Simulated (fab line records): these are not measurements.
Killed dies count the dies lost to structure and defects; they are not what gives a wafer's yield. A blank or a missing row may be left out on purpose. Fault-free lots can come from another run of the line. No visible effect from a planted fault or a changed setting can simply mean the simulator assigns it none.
Which tool is to blame? -- flow berkeley-cmos170 -- 13 lots with 39 wafers sampled at 6 steps, on a route of 331 steps

## WHAT THE GAUGES READ, wafer by wafer
UCB170_PSD_CD_MEAS_06 targets a cd of 1200 nm.
lot,measured,on,cd-nm (nm)
L932,day 8 00:53,cd-sem-01,1198.4 1198.7 1198.2
L933,day 8 15:14,cd-sem-01,1203.2 1203.8 1202.2
L934,day 8 15:30,cd-sem-01,1199.0 1198.6 1200.0
L937,day 9 05:18,cd-sem-01,1198.8 1197.0 1199.0
L939,day 9 16:59,cd-sem-02,1200.1 1200.1 1199.5
L940,day 9 17:10,cd-sem-02,1197.3 1197.8 1198.9
L938,day 9 16:54,cd-sem-01,1201.7 1201.3 1202.7
L948,day 10 23:33,cd-sem-01,1199.9 1200.8 1201.1
L945,day 10 23:32,cd-sem-02,1197.8 1197.1 1196.3
L950,day 11 04:36,cd-sem-01,1202.6 1201.4 1202.3
L949,day 11 04:52,cd-sem-01,1198.1 1198.8 1198.5
L951,day 12 03:46,cd-sem-01,1199.7 1198.9 1199.5
L955,day 12 13:41,cd-sem-02,1199.0 1198.7 1199.1

UCB170_CONTACT_THK_MEAS_02.
lot,measured,on,CONTACT_PSG_THK (nm)
L932,day 8 08:58,film-metro-03,701 709 698
L933,day 9 00:38,film-metro-02,706 700 703
L934,day 9 00:38,film-metro-01,698 709 704
L937,day 9 11:43,film-metro-02,704 708 709
L939,day 9 23:47,film-metro-03,705 696 697
L940,day 9 23:47,film-metro-01,697 696 694
L938,day 10 00:08,film-metro-02,702 703 705
L948,day 11 06:16,film-metro-01,693 694 696
L945,day 11 06:15,film-metro-03,553 557 559
L950,day 11 12:56,film-metro-03,696 699 689
L949,day 11 12:55,film-metro-01,703 702 697
L951,day 12 12:05,film-metro-02,697 695 697
L955,day 12 19:58,film-metro-03,692 696 688

UCB170_M1_RS_MEAS_01: measures by four-point-probe.
lot,measured,on,M1_AL_RS (ohm/sq)
L932,day 8 11:34,film-metro-04,0.0493 0.0488 0.0494
L933,day 9 04:17,film-metro-03,0.0488 0.0483 0.0492
L934,day 9 04:43,film-metro-04,0.0483 0.0477 0.0478
L937,day 9 15:17,film-metro-04,0.0480 0.0489 0.0485
L939,day 10 02:31,film-metro-02,0.0482 0.0482 0.0483
L940,day 10 02:40,film-metro-03,0.0486 0.0484 0.0485
L938,day 10 02:57,film-metro-04,0.0485 0.0483 0.0485
L948,day 11 09:08,film-metro-04,0.0491 0.0486 0.0488
L945,day 11 08:50,film-metro-03,0.0496 0.0492 0.0488
L950,day 11 16:06,film-metro-02,0.0485 0.0481 0.0483
L949,day 11 15:34,film-metro-04,0.0489 0.0485 0.0487
L951,day 12 15:27,film-metro-03,0.0477 0.0478 0.0475
L955,day 12 22:37,film-metro-02,0.0479 0.0478 0.0479

## TOOL THAT RAN EACH LOT (tool first, then ch and the chambers of the sampled wafers, then the start)
lot,UCB170_PLDD_STRIP_10,UCB170_CONTACT_CVD_01,UCB170_CONTACT_ETCH_18
L932,"plasma-asher-04 ch 0,1, day 7 14:55","lpcvd-02 ch 1, day 8 07:10","rie-diel-02 ch 0,1,2, day 8 11:34 or earlier"
L933,"plasma-asher-01 ch 0,1, day 8 05:44","lpcvd-01 ch 0, day 8 22:51","rie-diel-02 ch 0,1,3, day 9 04:17 or earlier"
L934,"plasma-asher-01 ch 0,1, day 8 06:01","lpcvd-01 ch 1, day 8 22:51","rie-diel-04 ch 0,2, day 9 04:43 or earlier"
L937,"plasma-asher-01 ch 0,1, day 8 17:36","lpcvd-01 ch 1, day 9 09:56","rie-diel-02 ch 0,3, day 9 15:17 or earlier"
L939,"plasma-asher-04 ch 0,1, day 9 06:42","lpcvd-02 ch 1, day 9 21:59","rie-diel-04 ch 0,2,3, day 10 02:31 or earlier"
L940,"plasma-asher-03 ch 0, day 9 06:56","lpcvd-02 ch 0, day 9 21:59","rie-diel-02 ch 1,2,3, day 10 02:40 or earlier"
L938,"plasma-asher-04 ch 0,1, day 9 08:06","lpcvd-01 ch 0, day 9 21:28","rie-diel-03 ch 0,1,3, day 10 02:57 or earlier"
L948,"plasma-asher-04 ch 0,1, day 10 11:19","lpcvd-01 ch 0, day 11 04:27","rie-diel-03 ch 0,1,2, day 11 09:08 or earlier"
L945,"plasma-asher-03 ch 0,1, day 10 11:47","lpcvd-01 ch 1, day 11 04:27","rie-diel-02 ch 1,2,3, day 11 08:50 or earlier"
L950,"plasma-asher-03 ch 0,1, day 10 19:10","lpcvd-02 ch 1, day 11 11:08","rie-diel-02 ch 1,2,3, day 11 16:06 or earlier"
L949,"plasma-asher-04 ch 0,1, day 10 19:22","lpcvd-02 ch 1, day 11 11:08","rie-diel-03 ch 0,1, day 11 15:34 or earlier"
L951,"plasma-asher-03 ch 0,1, day 11 17:23","lpcvd-01 ch 0, day 12 10:18","rie-diel-02 ch 0,1,3, day 12 15:27 or earlier"
L955,"plasma-asher-03 ch 0,1, day 12 03:40","lpcvd-02 ch 0, day 12 18:11","rie-diel-04 ch 0,3, day 12 22:37 or earlier"
- UCB170_PLDD_STRIP_10: strips in O2.
- UCB170_CONTACT_CVD_01: deposits PSG from SiH4/O2/PH3, target thk 700 nm, time 2820 s.
- UCB170_CONTACT_ETCH_18: etches PSG in CHF3/CF4/Ar, stops on TiSi2, target depth 840 nm, time 195 s.

## AS READ BY THE TOOLS THEMSELVES (means over the sampled wafers that have a number; for cases with no such wafer, the mark the record gives instead)
UCB170_PLDD_STRIP_10.
lot,tool,drypump-motor-current-A (A),oes-product-au (a.u.),strip-time-to-endpoint-s (s)
L932,plasma-asher-04,5.92,0.732,21.50
L933,plasma-asher-01,6.26,0.733,21.61
L934,plasma-asher-01,6.26,0.736,21.61
L937,plasma-asher-01,6.27,0.735,21.61
L939,plasma-asher-04,5.90,0.732,21.70
L940,plasma-asher-03,6.41,0.737,21.59
L938,plasma-asher-04,5.83,0.734,21.64
L948,plasma-asher-04,5.81,0.730,21.78
L945,plasma-asher-03,6.00,0.729,21.54
L950,plasma-asher-03,6.18,0.734,21.60
L949,plasma-asher-04,5.92,0.731,21.61
L951,plasma-asher-03,5.99,0.737,21.65
L955,plasma-asher-03,5.99,0.730,21.65

UCB170_CONTACT_CVD_01.
lot,tool,susceptor-temp-C (C)
L932,lpcvd-02,450.22
L933,lpcvd-01,449.75
L934,lpcvd-01,449.69
L937,lpcvd-01,450.18
L939,lpcvd-02,450.31
L940,lpcvd-02,449.54
L938,lpcvd-01,449.55
L948,lpcvd-01,450.07
L945,lpcvd-01,450.30
L950,lpcvd-02,450.08
L949,lpcvd-02,449.83
L951,lpcvd-01,450.23
L955,lpcvd-02,449.93

UCB170_CONTACT_ETCH_18.
lot,tool,drypump-motor-current-A (A),oes-product-au (a.u.),throttle-valve-pct (%)
L932,rie-diel-02,5.7,0.902,6.98
L933,rie-diel-02,5.8,0.899,6.94
L934,rie-diel-04,5.6,0.898,6.98
L937,rie-diel-02,5.9,0.899,6.97
L939,rie-diel-04,5.6,0.891,6.93
L940,rie-diel-02,5.4,0.891,7.01
L938,rie-diel-03,5.9,0.890,6.97
L948,rie-diel-03,5.7,0.874,7.01
L945,rie-diel-02,5.4,0.780,7.00
L950,rie-diel-02,5.4,0.892,7.02
L949,rie-diel-03,5.9,0.882,7.02
L951,rie-diel-02,5.8,0.897,6.95
L955,rie-diel-04,5.4,0.880,6.89

## THE ANSWER, worked out from the rows above alone
Rule: usual is defined by the lots themselves. Put in order of their means at a reading, lots are off if they are a third of the lots or fewer, leave a main group of 4 or more, and stand apart from it by a gap of 3 or more times the standard deviation of the main group's means; of several such gaps the widest counts. A main group whose means are all the same, to the digits that the tables above print for the reading, isn't used. A lot without any number at a reading at which 4 lots or more have one is off too. All remaining lots with rows at the step are treated as sound. The gauges are gone through in route order, then the tools' own readings, and for those a lot's mean is taken as printed above. At the first step where some lot is off, the reading lying furthest off is the one used; lots without a number count as furthest.
Off: at UCB170_CONTACT_THK_MEAS_02 (CONTACT_PSG_THK), L945. Main group: mean 699 nm, sd 4.5.
If a tool, at a process step before that reading, ran all the lots that are off and no sound lot after the first of them, it fits. Not tried: the gauges at UCB170_CONTACT_THK_MEAS_02; whatever is off there is also off at UCB170_CONTACT_ETCH_18, on other tools, and gauge error can't account for it. No candidate that was tried fits.

## WHAT THE SIMULATOR PUT IN
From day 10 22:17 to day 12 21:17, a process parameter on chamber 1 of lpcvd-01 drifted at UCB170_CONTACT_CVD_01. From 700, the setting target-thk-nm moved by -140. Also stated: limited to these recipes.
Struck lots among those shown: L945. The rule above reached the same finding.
